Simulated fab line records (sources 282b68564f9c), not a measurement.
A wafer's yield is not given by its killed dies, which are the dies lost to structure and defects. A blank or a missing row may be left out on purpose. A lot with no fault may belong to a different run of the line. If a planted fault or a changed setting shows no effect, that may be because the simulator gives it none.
The tool behind it: which one?    flow rit_cmos    Sampling: 15 lots, 45 wafers, 2 of 202 route steps

## WHAT THE GAUGES READ, wafer by wafer
RIT_NRETRO_TW_MEAS_10.
lot   measured     on             NRETRO_TW
L440  day 2 16:29  film_metro-03  1057 1053 1057
L441  day 2 21:34  film_metro-02  1060 1061 1055
L442  day 2 22:05  film_metro-03  1051 1052 1059
L444  day 3 11:00  film_metro-03  1069 1062 1060
L445  day 3 16:08  film_metro-03  233 230 230
L446  day 3 18:20  film_metro-04  227 231 228
L448  day 4 06:50  film_metro-03  1057 1054 1055
L450  day 4 14:37  film_metro-04  225 227 225
L453  day 5 05:53  film_metro-03  1061 1058 1063
L454  day 5 12:31  film_metro-04  1056 1056 1047
L458  day 6 08:06  film_metro-04  1067 1057 1061
L459  day 6 13:11  film_metro-04  1061 1059 1060
L460  day 6 15:29  film_metro-04  1059 1060 1058
L461  day 6 22:02  film_metro-02  1062 1062 1066
L462  day 7 03:40  film_metro-04  1058 1063 1053

## EACH LOT AND THE TOOL THAT RAN IT (in order: tool; ch and the chambers of the sampled wafers; start)
lot   RIT_NRETRO_DEVELOP_05
L440  litho_track-02 ch 0, day 2 15:00
L441  litho_track-04 ch 0, day 2 20:00
L442  litho_track-02 ch 0, day 2 21:00
L444  litho_track-01 ch 0, day 3 10:00
L445  litho_track-02 ch 0, day 3 15:00
L446  litho_track-02 ch 0, day 3 17:00
L448  litho_track-04 ch 0, day 4 05:00
L450  litho_track-02 ch 0, day 4 13:00
L453  litho_track-04 ch 0, day 5 05:00
L454  litho_track-04 ch 0, day 5 11:00
L458  litho_track-01 ch 0, day 6 07:00
L459  litho_track-04 ch 0, day 6 12:00
L460  litho_track-04 ch 0, day 6 14:00
L461  litho_track-01 ch 0, day 6 21:00
L462  litho_track-01 ch 0, day 7 02:00
- RIT_NRETRO_DEVELOP_05: develop time 68 s.

## AS READ BY THE TOOLS THEMSELVES (means over the sampled wafers that have a number; for cases with no such wafer, the mark the record gives instead)
The record holds no such reading with a usual standard deviation.

## THE ANSWER, worked out from the rows above alone
Rule: the usual values come from the lots themselves. Put in order of their means at a reading, lots are off if they are a third of the lots or fewer, leave a main group of 4 or more, and stand apart from it by a gap of 3 or more times the standard deviation of the main group's means; of several such gaps the widest counts. The tables above print the reading to a certain number of digits; a main group whose means all agree to those digits is not used. Also off: a lot with no number at a reading for which 4 or more lots have one. All remaining lots with rows at the step are treated as sound. After the gauges, taken in route order, come the tools' own readings; for these a lot's mean is taken, as printed above. At the first step where some lot is off, the reading lying furthest off is the one used; lots without a number count as furthest.
Off: at RIT_NRETRO_TW_MEAS_10 (NRETRO_TW), L445, L446, L450. Mean 1059 and standard deviation 3.4 in the main group.
If a tool, at a process step before that reading, ran all the lots that are off and no sound lot after the first of them, it fits. Gauges at RIT_NRETRO_TW_MEAS_10: tried the same way as those tools. One candidate fits, namely litho_track-02 at RIT_NRETRO_DEVELOP_05. A fault onset in the window from L442 (day 2 21:00, its last sound lot) to L445 (day 3 15:00, its first lot off) fits.

## WHAT WAS PUT IN BY THE SIMULATOR
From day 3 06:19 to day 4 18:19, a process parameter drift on litho_track-02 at RIT_NRETRO_DEVELOP_05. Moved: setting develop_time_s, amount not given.
Shown lots that were struck: L445, L446, L450. The rule above reached the same finding.
